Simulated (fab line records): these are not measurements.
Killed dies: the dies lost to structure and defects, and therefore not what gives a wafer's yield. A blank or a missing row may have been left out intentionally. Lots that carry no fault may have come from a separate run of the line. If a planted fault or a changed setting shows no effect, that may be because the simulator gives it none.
fab line records	flow rit_cmos
record: lots: 7	wafers: 21	last_day: 6
route steps=202 shown CONTACT@172 M1@184
lots untouched by any fault: they come from a run of this same line in which no faults occurred
start_h: the number of hours between the record's first day and the start of the first shown wafer of the lot	wait_h: hours elapsed since this lot's preceding step	" same as the row above	L1.1+2: a row that stands for several wafers	- no value present, or no start provided	* or withheld: withheld	< > ~ a bound
route shown NAME@n: NAME is a module with steps in the file, n the number in the route of the first one	usual: mean/standard deviation taken from wafers without a fault	same: alike in all rows	chamber/n: place in a boat	sites: the reading at each site	_std_site: standard deviation across them	_edge_site: mean of outer sites minus mean of inner sites	radius_mm: for every site, how far away it sits from the centre of the wafer	mask NAME#n: copy n	behind: the most recent tool/chamber to have shaped the wafer	hold: the reason the lot was held/the length of the hold in hours/how it ended	device: the transistor (n, p or np) that didn't switch	end of line: the same wafers' tests at the end of the route	step lacking rows: just its recipe	killed: count of dies lost to structure and defects at first sort (not the wafer's yield)	map: shows each die of a wafer: x if killed, . if not, _ if none is there
set.NAME: the setting that was run; set.NAME@STEP: the one run at that earlier step	model.NAME: the simulator's own value behind a step, which no gauge read
lots at some steps of the route; a table a step, a row a wafer
services: when a tool's chamber went out of use (start_h, in hours from the record's first day, below 0 if earlier), for how many hours, and the reason
== steps ==
step: RIT_CONTACT_SOFTBAKE_04
recipe: resist: NOVOLAK	temp_c: 90	time_s: 60
step: RIT_CONTACT_EXPOSE_05
recipe: mask_id: M11	na: 0.6	source_shape: conventional	sigma_outer: 0.5	target_cd_nm: 1000	dose_mj: 250
step: RIT_CONTACT_PEB_06
recipe: resist: NOVOLAK	temp_c: withheld	time_s: withheld
step: RIT_CONTACT_DEVELOP_07
recipe: resist: NOVOLAK	develop_time_s: 120	dev_temp_c: 23
step: RIT_CONTACT_CD_MEAS_08
recipe: target_cd_nm: 1000
usual: cd_nm: 1000.9/2.2
lot.wafer	tool	chamber	start_h	wait_h	cd_nm
L167.2	cd_sem-01	-	84.12	-	1000.6
L167.4	"	-	"	"	1000.0
L167.6	"	-	"	"	998.7
L169.2	cd_sem-02	-	97.95	-	1004.4
L169.3	"	-	"	"	1001.5
L169.4	"	-	"	"	1001.3
L170.2	cd_sem-01	-	102.10	-	1001.3
L170.3	"	-	"	"	996.9
L170.5	"	-	"	"	999.4
L171.3	cd_sem-02	-	106.43	-	1005.0
L171.4	"	-	"	"	1004.9
L171.5	"	-	"	"	1002.9
L173.2	cd_sem-02	-	116.41	-	999.4
L173.3	"	-	"	"	1001.5
L173.4	"	-	"	"	997.5
L175.1	cd_sem-01	-	121.55	-	1004.3
L175.3	"	-	"	"	1003.7
L175.6	"	-	"	"	1005.4
L178.2	cd_sem-01	-	139.55	-	1001.8
L178.5	"	-	"	"	1001.8
L178.6	"	-	"	"	1001.5
step: RIT_CONTACT_OVL_MEAS_09
usual: CONTACT_OVL: 0.8/1.1
lot.wafer	tool	chamber	start_h	wait_h	CONTACT_OVL[nm]
L167.2	overlay-01	-	84.23	0.1	0.9
L167.4	"	-	"	"	1.1
L167.6	"	-	"	"	-0.2
L169.2	overlay-02	-	98.06	0.1	0.9
L169.3	"	-	"	"	1.3
L169.4	"	-	"	"	0.5
L170.2	overlay-01	-	102.20	0.1	-0.9
L170.3	"	-	"	"	1.5
L170.5	"	-	"	"	-0.2
L171.3	overlay-02	-	106.52	0.1	1.2
L171.4	"	-	"	"	1.4
L171.5	"	-	"	"	-0.1
L173.2	overlay-01	-	116.52	0.1	1.1
L173.3	"	-	"	"	1.6
L173.4	"	-	"	"	1.8
L175.1	overlay-01	-	121.67	0.1	-0.4
L175.3	"	-	"	"	0.3
L175.6	"	-	"	"	-0.5
L178.2	overlay-02	-	139.66	0.1	-0.3
L178.5	"	-	"	"	-0.5
L178.6	"	-	"	"	-0.8
step: RIT_CONTACT_HARDBAKE_10
recipe: resist: NOVOLAK	temp_c: 140	time_s: 60
step: RIT_CONTACT_ETCH_11
recipe: target_depth_a: 4800	over_etch_frac: 0.2	stop_on: TiSi2	chemistry: CHF3/CF4/Ar	target: SiO2	CHF3_flow_sccm: 50	cf4_flow_sccm: 10	Ar_flow_sccm: 100	O2_flow_sccm: 5	pressure_mtorr: 100	rf_w: 200	time_s: 320
usual: drypump_motor_current_A: 5.5/0.31	oes_product_au: 0.992/0.021	throttle_valve_pct: 8.89/0.095
lot.wafer	tool	chamber	start_h	wait_h	drypump_motor_current_A	oes_product_au	rf_hours_counter_h	throttle_valve_pct
L167.2	rie_diel-01	2	84.41	0.1	5.4	0.987	122	8.83
L167.4	"	1	"	"	5.5	0.977	119	8.93
L167.6	"	3	"	"	5.4	1.016	-	9.02
L169.2	rie_diel-03	2	98.24	0.1	6.0	1.011	127	8.79
L169.3	"	1	"	"	5.5	0.968	85	8.73
L169.4	"	1	"	"	5.5	0.961	-	8.74
L170.2	rie_diel-03	0	102.38	0.1	5.8	1.021	1	8.92
L170.3	"	1	"	"	5.5	0.967	85	8.73
L170.5	"	2	"	"	6.0	1.023	-	8.78
L171.3	rie_diel-04	0	106.70	0.1	5.2	1.019	7	8.80
L171.4	"	1	"	"	5.9	0.975	-	8.95
L171.5	"	2	"	"	5.4	0.973	-	8.94
L173.2	rie_diel-03	0	116.85	0.1	5.8	1.024	1	8.91
L173.3	"	2	"	"	6.0	1.018	127	8.77
L173.4	"	2	"	"	6.0	1.016	-	8.78
L175.1	rie_diel-01	1	121.85	0.1	5.6	0.968	119	8.92
L175.3	"	2	"	"	5.4	1.000	123	8.83
L175.6	"	2	"	"	5.4	0.995	-	8.83
L178.2	rie_diel-03	2	139.84	0.1	6.0	1.013	127	8.77
L178.5	"	3	"	"	5.9	0.968	-	9.02
L178.6	"	2	"	"	6.0	1.015	-	8.76
step: RIT_CONTACT_STRIP_12
recipe: chemistry: O2	time_s: 180	resist: NOVOLAK	platen_temp_c: withheld	power_w: 500	pressure_mtorr: 4000	o2_flow_sccm: 4000
usual: drypump_motor_current_A: 5.9/0.42
lot.wafer	tool	chamber	start_h	wait_h	drypump_motor_current_A	rf_hours_counter_h
L167.2	plasma_asher-01	1	84.60	0.1	5.1	30
L167.4	"	0	"	"	6.2	-
L167.6	"	0	"	"	6.2	-
L169.2	plasma_asher-03	0	98.43	0.1	6.1	47
L169.3	"	0	"	"	6.1	-
L169.4	"	1	"	"	6.3	-
L170.2	plasma_asher-04	1	102.58	0.1	5.6	40
L170.3	"	1	"	"	5.6	-
L170.5	"	0	"	"	5.9	-
L171.3	plasma_asher-01	0	106.95	0.2	6.2	-
L171.4	"	1	"	"	5.2	-
L171.5	"	1	"	"	5.1	-
L173.2	plasma_asher-01	1	117.05	0.1	5.2	34
L173.3	"	1	"	"	5.2	-
L173.4	"	0	"	"	6.2	-
L175.1	plasma_asher-04	1	122.05	0.1	5.6	43
L175.3	"	0	"	"	5.9	-
L175.6	"	0	"	"	5.8	-
L178.2	plasma_asher-03	1	140.03	0.1	6.3	52
L178.5	"	0	"	"	6.1	-
L178.6	"	1	"	"	6.3	-
step: RIT_CONTACT_CD_MEAS_90
recipe: target_cd_nm: 1000
usual: cd_nm: 1001.0/2.3
lot.wafer	tool	chamber	start_h	wait_h	cd_nm
L167.2	cd_sem-01	-	84.80	0.1	1001.5
L167.4	"	-	"	"	1000.2
L167.6	"	-	"	"	998.6
L169.2	cd_sem-01	-	98.63	0.1	1005.0
L169.3	"	-	"	"	1002.3
L169.4	"	-	"	"	1001.7
L170.2	cd_sem-01	-	102.77	0.1	1001.3
L170.3	"	-	"	"	997.9
L170.5	"	-	"	"	999.4
L171.3	cd_sem-01	-	107.11	0.1	1004.7
L171.4	"	-	"	"	1004.8
L171.5	"	-	"	"	1002.4
L173.2	cd_sem-01	-	117.24	0.1	999.6
L173.3	"	-	"	"	1001.8
L173.4	"	-	"	"	998.2
L175.1	cd_sem-01	-	122.22	0.1	1004.4
L175.3	"	-	"	"	1004.0
L175.6	"	-	"	"	1006.3
L178.2	cd_sem-01	-	140.23	0.1	1001.8
L178.5	"	-	"	"	1002.1
L178.6	"	-	"	"	1001.7
step: RIT_CONTACT_CLEAN_13
recipe: chemistry: SC1	mix: 3:3:50	time_s: 600	temp_c: 74.5
step: RIT_CONTACT_CLEAN_14
recipe: chemistry: SC2	mix: 3:3:50	time_s: 600	temp_c: 75	dry: n2_spin
step: RIT_M1_SPUTTER_00
recipe: material: Al	target_thk_nm: 400	power_w: 2000	chamber_pressure_pa: 0.4	gas: Ar	time_s: 500	substrate_temp_c: 25
usual: cathode_dc_power_W: 2000.0/0.34	throttle_valve_pct: 30.1/1.2
lot.wafer	tool	chamber	start_h	wait_h	cathode_dc_power_W	throttle_valve_pct	model.Al_of_M1_SPUTTER_00.thk_nm
L167.2	pvd_sputter-02	-	85.30	0.0	2000.2	30.3	399
L167.4	"	-	"	"	1999.8	27.3	393.5
L167.6	"	-	"	"	2000.2	32.4	396.9
L169.2	pvd_sputter-04	-	99.13	0.0	2000.1	31.3	404.2
L169.3	"	-	"	"	2000.3	30.1	398.5
L169.4	"	-	"	"	2000.1	27.6	397
L170.2	pvd_sputter-01	-	103.26	0.0	1999.8	30.2	397.6
L170.3	"	-	"	"	2000.0	30.7	400.5
L170.5	"	-	"	"	2000.3	29.4	404.2
L171.3	pvd_sputter-04	-	107.55	0.0	2000.2	30.4	393.5
L171.4	"	-	"	"	2000.1	31.4	400.9
L171.5	"	-	"	"	1258.5	30.4	244.9
L173.2	pvd_sputter-04	-	117.73	0.0	2000.0	31.4	401
L173.3	"	-	"	"	1259.1	30.3	249.4
L173.4	"	-	"	"	2000.6	28.1	390.2
L175.1	pvd_sputter-04	-	122.71	0.0	1258.6	30.6	244.9
L175.3	"	-	"	"	2000.2	31.6	398.2
L175.6	"	-	"	"	1999.7	28.1	391.1
L178.2	pvd_sputter-02	-	140.69	0.0	1999.8	27.2	397.7
L178.5	"	-	"	"	1999.4	30.5	398.9
L178.6	"	-	"	"	2000.0	31.8	399.4
step: RIT_M1_RS_MEAS_01
recipe: thk_meas_gauge: four-point-probe	reads: Al_of_M1_SPUTTER_00
usual: M1_AL_RS: 0.0740/0.00078
lot.wafer	tool	chamber	start_h	wait_h	M1_AL_RS[ohm/sq]
L167.2	film_metro-03	-	85.61	0.2	0.0739
L167.4	"	-	"	"	0.0750
L167.6	"	-	"	"	0.0743
L169.2	film_metro-02	-	99.45	0.2	0.0727
L169.3	"	-	"	"	0.0737
L169.4	"	-	"	"	0.0740
L170.2	film_metro-03	-	103.57	0.2	0.0741
L170.3	"	-	"	"	0.0734
L170.5	"	-	"	"	0.0728
L171.3	film_metro-04	-	107.89	0.2	0.0746
L171.4	"	-	"	"	0.0733
L171.5	"	-	"	"	0.1222
L173.2	film_metro-03	-	118.04	0.2	0.0735
L173.3	"	-	"	"	0.1200
L173.4	"	-	"	"	0.0756
L175.1	film_metro-03	-	123.00	0.1	0.1223
L175.3	"	-	"	"	0.0739
L175.6	"	-	"	"	0.0754
L178.2	film_metro-04	-	141.01	0.2	0.0738
L178.5	"	-	"	"	0.0737
L178.6	"	-	"	"	0.0737
step: RIT_M1_THK_MEAS_02
recipe: thk_meas_gauge: xrf	reads: Al_of_M1_SPUTTER_00
usual: M1_AL_THK: 398/4.3
lot.wafer	tool	chamber	start_h	wait_h	M1_AL_THK[nm]
L167.2	film_metro-03	-	85.72	0.1	398
L167.4	"	-	"	"	396
L167.6	"	-	"	"	398
L169.2	film_metro-02	-	99.56	0.1	404
L169.3	"	-	"	"	398
L169.4	"	-	"	"	395
L170.2	film_metro-03	-	103.68	0.1	396
L170.3	"	-	"	"	398
L170.5	"	-	"	"	404
L171.3	film_metro-04	-	107.99	0.1	394
L171.4	"	-	"	"	404
L171.5	"	-	"	"	246
L173.2	film_metro-03	-	118.15	0.1	400
L173.3	"	-	"	"	247
L173.4	"	-	"	"	388
L175.1	film_metro-03	-	123.12	0.1	245
L175.3	"	-	"	"	396
L175.6	"	-	"	"	389
L178.2	film_metro-04	-	141.12	0.1	405
L178.5	"	-	"	"	401
L178.6	"	-	"	"	403
step: RIT_M1_HMDS_03
recipe: prime_time_s: 60	prime_temp_c: 140
step: RIT_M1_COAT_04
recipe: resist: NOVOLAK	spin_rpm: 2000	resist_thk_nm: 1300
step: RIT_M1_SOFTBAKE_05
recipe: resist: NOVOLAK	temp_c: 90	time_s: 60
step: RIT_M1_EXPOSE_06
recipe: mask_id: M12	na: 0.6	source_shape: conventional	sigma_outer: 0.5	target_cd_nm: 2600	dose_mj: 250
step: RIT_M1_PEB_07
recipe: resist: NOVOLAK	temp_c: withheld	time_s: withheld
step: RIT_M1_DEVELOP_08
recipe: resist: NOVOLAK	develop_time_s: 68	dev_temp_c: 23
step: RIT_M1_CD_MEAS_09
recipe: target_cd_nm: 2600
usual: cd_nm: 2600.3/2.9
lot.wafer	tool	chamber	start_h	wait_h	cd_nm
L167.2	cd_sem-02	-	86.67	-	2597.3
L167.4	"	-	"	"	2596.0
L167.6	"	-	"	"	2597.8
L169.2	cd_sem-02	-	100.51	-	2602.2
L169.3	"	-	"	"	2600.2
L169.4	"	-	"	"	2602.0
L170.2	cd_sem-01	-	104.76	-	2601.2
L170.3	"	-	"	"	2599.0
L170.5	"	-	"	"	2600.4
L171.3	cd_sem-02	-	109.12	-	2603.3
L171.4	"	-	"	"	2603.2
L171.5	"	-	"	"	2603.8
L173.2	cd_sem-02	-	119.25	-	2598.5
L173.3	"	-	"	"	2596.4
L173.4	"	-	"	"	2599.8
L175.1	cd_sem-01	-	124.19	-	2596.9
L175.3	"	-	"	"	2599.0
L175.6	"	-	"	"	2595.2
L178.2	cd_sem-01	-	142.19	-	2602.3
L178.5	"	-	"	"	2601.4
L178.6	"	-	"	"	2600.6
step: RIT_M1_OVL_MEAS_10
usual: M1_OVL: 0.5/1.7
lot.wafer	tool	chamber	start_h	wait_h	M1_OVL[nm]
L167.2	overlay-01	-	86.78	0.1	3.5
L167.4	"	-	"	"	4.0
L167.6	"	-	"	"	2.5
L169.2	overlay-01	-	100.61	0.1	2.0
L169.3	"	-	"	"	3.7
L169.4	"	-	"	"	4.5
L170.2	overlay-02	-	104.86	0.1	1.5
L170.3	"	-	"	"	1.5
L170.5	"	-	"	"	2.0
L171.3	overlay-02	-	109.21	0.1	1.4
L171.4	"	-	"	"	1.2
L171.5	"	-	"	"	0.2
L173.2	overlay-01	-	119.36	0.1	1.0
L173.3	"	-	"	"	-1.2
L173.4	"	-	"	"	-0.1
L175.1	overlay-01	-	124.31	0.1	2.6
L175.3	"	-	"	"	0.3
L175.6	"	-	"	"	0.4
L178.2	overlay-01	-	142.30	0.1	0.5
L178.5	"	-	"	"	3.2
L178.6	"	-	"	"	2.3
step: RIT_M1_HARDBAKE_11
recipe: resist: NOVOLAK	temp_c: 140	time_s: 120
step: RIT_M1_METAL_ETCH_12
recipe: stop_on: SiO2	chemistry: Cl2/BCl3	target: Al	time_s: 165	over_etch_frac: 0.5	pressure_mtorr: 100	target_depth_a: 6000	rf_w: 246	Cl2_flow_sccm: 60	bcl3_flow_sccm: 50
usual: drypump_motor_current_A: 5.8/0.48	oes_product_au: 0.784/0.014	throttle_valve_pct: 8.32/0.12
lot.wafer	tool	chamber	start_h	wait_h	drypump_motor_current_A	oes_product_au	rf_hours_counter_h	throttle_valve_pct
L167.2	rie_metal-01	1	87.15	0.2	6.3	0.792	5	8.32
L167.4	"	0	"	"	5.6	0.764	-	8.21
L167.6	"	1	"	"	6.2	0.796	-	8.30
L169.2	rie_metal-04	1	100.99	0.2	5.1	0.808	1	8.17
L169.3	"	1	"	"	5.2	0.797	-	8.17
L169.4	"	0	"	"	6.2	0.774	-	8.40
L170.2	rie_metal-01	0	105.14	0.2	5.6	0.769	4	8.21
L170.3	"	0	"	"	5.6	0.766	-	8.21
L170.5	"	1	"	"	6.3	0.800	-	8.31
L171.3	rie_metal-03	0	109.54	0.2	5.3	0.768	-	8.40
L171.4	"	1	"	"	6.4	0.798	-	8.52
L171.5	"	1	"	"	6.4	0.620	-	8.55
L173.2	rie_metal-01	0	119.64	0.2	5.6	0.781	4	8.21
L173.3	"	0	"	"	5.6	0.604	-	8.22
L173.4	"	1	"	"	6.3	0.791	-	8.32
L175.1	rie_metal-04	0	124.59	0.2	6.1	0.615	1	8.42
L175.3	"	1	"	"	5.2	0.798	-	8.16
L175.6	"	0	"	"	6.1	0.776	-	8.37
L178.2	rie_metal-01	1	142.82	0.2	6.3	0.795	6	8.33
L178.5	"	0	"	"	5.6	0.764	-	8.19
L178.6	"	1	"	"	6.3	0.800	-	8.32
step: RIT_M1_STRIP_13
recipe: chemistry: nmp	resist: NOVOLAK	temp_c: 80	time_s: 600	dry: n2_spin
step: RIT_M1_PROBE_99
usual: defect_limited_yield: 97.4/1.2	killed_at_M0_to_M3: 0.0/0.16	killed_at_contacts: 0.1/0.24	killed_at_front_end: 7/3.2	killed_dies: 7/3.2	killed_open: 3.4/2	killed_short: 3.5/2.2	sort_bin_3_pad_short: 0.1/0.21	sort_bin_5_function: 1.6/0.79	sort_bin_6_memory: 0.9/0.72	sort_n_pass: 257/3.2	sort_yield_pct: 97.4/1.2
same: gross_dies: 264	killed_at_M4_up: 0	killed_at_back_side: 0	killed_at_other: 0
lot.wafer	tool	chamber	start_h	wait_h	defect_limited_yield[%]	killed_at_M0_to_M3	killed_at_contacts	killed_at_front_end	killed_dies	killed_open	killed_short	sort_bin_3_pad_short[%]	sort_bin_5_function[%]	sort_bin_6_memory[%]	sort_n_pass	sort_yield_pct[%]	model.etest.m1.rs_ohm_sq	model.etest.antenna_m1.vt_shift_v
L167.2	prober-01	-	89.55	0.1	98.5	0	0	4	4	2	2	0	1.5	0	260	98.5	0.07241	-0.00935
L167.4	prober-01	-	89.65	0.2	98.1	0	0	5	5	2	3	0.4	0.8	0.8	259	98.1	0.07422	-0.01001
L167.6	prober-01	-	89.75	0.2	97.0	1	0	7	8	2	6	0.8	1.9	0.4	256	97.0	0.07305	-0.0104
L169.2	prober-01	-	103.32	0.1	97.0	0	0	8	8	3	5	0.4	1.5	1.1	256	97.0	0.07164	-0.008384
L169.3	prober-01	-	103.37	0.2	95.5	0	1	11	12	7	5	0.4	1.9	2.3	252	95.5	0.07279	-0.005381
L169.4	prober-01	-	103.42	0.2	94.7	0	0	14	14	5	9	0.8	3.0	1.5	250	94.7	0.0731	-0.01348
L170.2	prober-02	-	107.44	0.1	98.1	0	0	5	5	2	3	0	1.9	0	259	98.1	0.0732	-0.009739
L170.3	prober-02	-	107.49	0.2	98.1	0	0	5	5	2	3	0	1.5	0.4	259	98.1	0.07279	-0.01277
L170.5	prober-02	-	107.59	0.2	95.8	0	1	10	11	6	5	0.4	3.0	0.8	253	95.8	0.07172	-0.01382
L171.3	prober-01	-	111.84	0.2	96.6	0	0	9	9	3	6	0.4	1.5	1.5	255	96.6	0.07353	-0.007412
L171.4	prober-01	-	111.89	0.2	95.8	0	0	11	11	3	8	0.4	1.9	1.9	253	95.8	0.07234	-0.01348
L171.5	prober-01	-	111.94	0.2	97.3	0	0	7	7	2	5	0.4	1.5	0.8	257	97.3	0.1187	-0.02283
L173.2	prober-01	-	121.94	0.1	95.1	0	0	13	13	3	10	0.4	2.3	2.3	251	95.1	0.07238	-0.01014
L173.3	prober-01	-	121.99	0.2	96.2	0	0	10	10	3	7	0.4	1.9	1.5	254	96.2	0.1167	-0.01683
L173.4	prober-01	-	122.04	0.2	97.7	0	0	6	6	2	4	0	1.1	1.1	258	97.7	0.07427	-0.01638
L175.1	prober-01	-	126.84	0.1	98.1	0	0	5	5	1	4	0.4	1.5	0	259	98.1	0.1182	-0.01914
L175.3	prober-01	-	126.94	0.2	97.0	0	0	8	8	3	5	0.4	1.5	1.1	256	97.0	0.07287	-0.009847
L175.6	prober-01	-	127.09	0.2	98.1	0	0	5	5	3	2	0	0.8	1.1	259	98.1	0.07379	-0.0155
L178.2	prober-02	-	145.13	0.1	97.7	1	0	5	6	2	4	0.8	1.1	0.4	258	97.7	0.07304	-0.0136
L178.5	prober-02	-	145.28	0.2	96.6	0	0	9	9	3	6	0.8	0.8	1.9	255	96.6	0.07282	-0.0135
L178.6	prober-02	-	145.33	0.2	96.6	0	0	9	9	4	5	0.4	2.7	0.4	255	96.6	0.07284	-0.01266
killed by level:class
L167.2 FOX2:geometric_particle:short=1 REOX:geometric_particle:open=1 SPACER:geometric_particle:short=1 SPACER:geometric_particle:open=1
L167.4 FOX1:geometric_particle:short=1 GATE:geometric_particle:open=1 GATE:geometric_particle:short=1 SPACER:geometric_particle:short=1 SPACER:geometric_particle:open=1
L167.6 GATE:geometric_particle:short=3 FOX2:geometric_particle:short=1 GATE:geometric_particle:open=1 SPACER:geometric_particle:open=1 SPACER:geometric_particle:short=1 M1:geometric_particle:short=1
L169.2 GATE:geometric_particle:short=3 GATE:geometric_particle:open=1 REOX:geometric_particle:short=1 REOX:geometric_particle:open=1 SPACER:geometric_particle:short=1 SILICIDE:geometric_particle:open=1
L169.3 GATE:geometric_particle:open=2 REOX:geometric_particle:open=2 SPACER:geometric_particle:open=2 SPACER:geometric_particle:short=2 FOX1:geometric_particle:short=1 REOX:geometric_particle:short=1 SILICIDE:geometric_particle:open=1 CONTACT:geometric_particle:short=1
L169.4 GATE:geometric_particle:short=4 FOX1:geometric_particle:short=3 GATE:geometric_particle:open=3 FOX1:geometric_particle:open=1 REOX:geometric_particle:open=1 REOX:geometric_particle:short=1 SILICIDE:geometric_particle:short=1
L170.2 GATE:geometric_particle:short=2 GATE:geometric_particle:open=2 SPACER:geometric_particle:short=1
L170.3 FOX2:geometric_particle:short=1 FOX2:geometric_particle:open=1 GATE:geometric_particle:open=1 GATE:geometric_particle:short=1 REOX:geometric_particle:short=1
L170.5 GATE:geometric_particle:open=3 GATE:geometric_particle:short=2 SPACER:geometric_particle:open=2 FOX1:geometric_particle:open=1 REOX:geometric_particle:short=1 SPACER:geometric_particle:short=1 CONTACT:geometric_particle:short=1
L171.3 GATE:geometric_particle:short=4 GATE:geometric_particle:open=2 FOX1:geometric_particle:short=1 REOX:geometric_particle:short=1 REOX:geometric_particle:open=1
L171.4 GATE:geometric_particle:short=6 GATE:geometric_particle:open=2 ACTIVE:geometric_particle:open=1 FOX1:geometric_particle:short=1 SILICIDE:geometric_particle:short=1
L171.5 GATE:geometric_particle:short=2 GATE:geometric_particle:open=2 SILICIDE:geometric_particle:short=2 REOX:geometric_particle:short=1
L173.2 FOX1:geometric_particle:short=3 GATE:geometric_particle:short=3 GATE:geometric_particle:open=2 REOX:geometric_particle:short=2 SPACER:geometric_particle:short=2 FOX1:geometric_particle:open=1
L173.3 GATE:geometric_particle:short=3 SPACER:geometric_particle:short=2 FOX1:geometric_particle:short=1 FOX1:geometric_particle:open=1 GATE:geometric_particle:open=1 SPACER:geometric_particle:open=1 SILICIDE:geometric_particle:short=1
L173.4 GATE:geometric_particle:short=2 FOX1:geometric_particle:short=1 FOX1:geometric_particle:open=1 FOX2:geometric_particle:open=1 SILICIDE:geometric_particle:short=1
L175.1 GATE:geometric_particle:short=2 SPACER:geometric_particle:short=2 REOX:geometric_particle:open=1
L175.3 GATE:geometric_particle:open=2 GATE:geometric_particle:short=2 SPACER:geometric_particle:short=2 REOX:geometric_particle:open=1 SILICIDE:geometric_particle:short=1
L175.6 FOX1:geometric_particle:open=1 GATE:geometric_particle:open=1 GATE:geometric_particle:short=1 REOX:geometric_particle:open=1 SILICIDE:geometric_particle:short=1
L178.2 FOX1:geometric_particle:short=2 FOX2:geometric_particle:open=1 GATE:geometric_particle:short=1 SILICIDE:geometric_particle:open=1 M1:geometric_particle:short=1
L178.5 FOX1:geometric_particle:short=3 FOX1:geometric_particle:open=2 SILICIDE:geometric_particle:short=2 GATE:geometric_particle:open=1 REOX:geometric_particle:short=1
L178.6 FOX1:geometric_particle:short=2 GATE:geometric_particle:open=2 FOX2:geometric_particle:open=1 GATE:geometric_particle:short=1 REOX:geometric_particle:short=1 SPACER:geometric_particle:open=1 SILICIDE:geometric_particle:short=1
== services ==
tool	chamber	start_h	hours	kind
pvd_sputter-01	-	72.13	2.8	repair
pvd_sputter-04	-	72.92	2.5	repair
rie_diel-01	-	73.33	0.3	repair
rie_diel-01	0	73.67	9.9	repair
pvd_sputter-02	-	74.57	2.5	repair
rie_diel-04	3	77.15	7.1	repair
plasma_asher-04	-	86.48	2.8	pm
rie_diel-04	3	91.80	-	clean
rie_diel-04	3	91.80	19.7	scheduled_down
rie_diel-04	3	91.80	19.7	vent_cycle
rie_diel-01	0	93.09	1.9	repair
rie_diel-01	0	94.99	-	clean
rie_diel-01	0	94.99	19.9	scheduled_down
rie_diel-01	0	94.99	19.9	vent_cycle
rie_diel-03	3	97.72	26.2	repair
rie_diel-01	-	110.66	0.4	repair
plasma_asher-01	-	114.96	0.6	repair
plasma_asher-03	-	121.60	2.2	repair
rie_diel-03	-	134.61	2.8	pm
rie_metal-03	-	136.12	20.0	pm
rie_metal-03	0	136.12	20.0	vent_cycle
rie_metal-03	1	136.12	20.0	vent_cycle
rie_diel-01	1	137.16	9.8	repair
== key ==
first_sign: step: RIT_M1_SPUTTER_00	reading: cathode_dc_power_W	direction: down	sigmas: 99+	usual: 2000.0	struck: 1258.7
effect: step: RIT_M1_RS_MEAS_01	reading: M1_AL_RS	direction: up	sigmas: 61	usual: 0.0740	struck: 0.1215
effect: step: RIT_M1_THK_MEAS_02	reading: M1_AL_THK	direction: down	sigmas: 35	usual: 398	struck: 246
effect: step: RIT_M1_METAL_ETCH_12	reading: oes_product_au	direction: down	sigmas: 12	usual: 0.784	struck: 0.613
model_effect: step: RIT_M1_SPUTTER_00	value: Al_of_M1_SPUTTER_00.thk_nm	without: 394.7	struck: 246.4
model_effect: step: RIT_M1_PROBE_99	value: etest.m1.rs_ohm_sq	without: 0.07363	struck: 0.1179
met_at RIT_M1_SPUTTER_00
struck_wafers L171.5,L173.3,L175.1
onset_between 99.13 107.55
fault: kind: process_parameter_drift	tool: pvd_sputter-04	chamber: -	onset_h: 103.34	steps: RIT_M1_SPUTTER_00	channel: power_w	offset: -741.39	shape: step	end_h: 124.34	stated: 2000	scope: struck_wafers_only
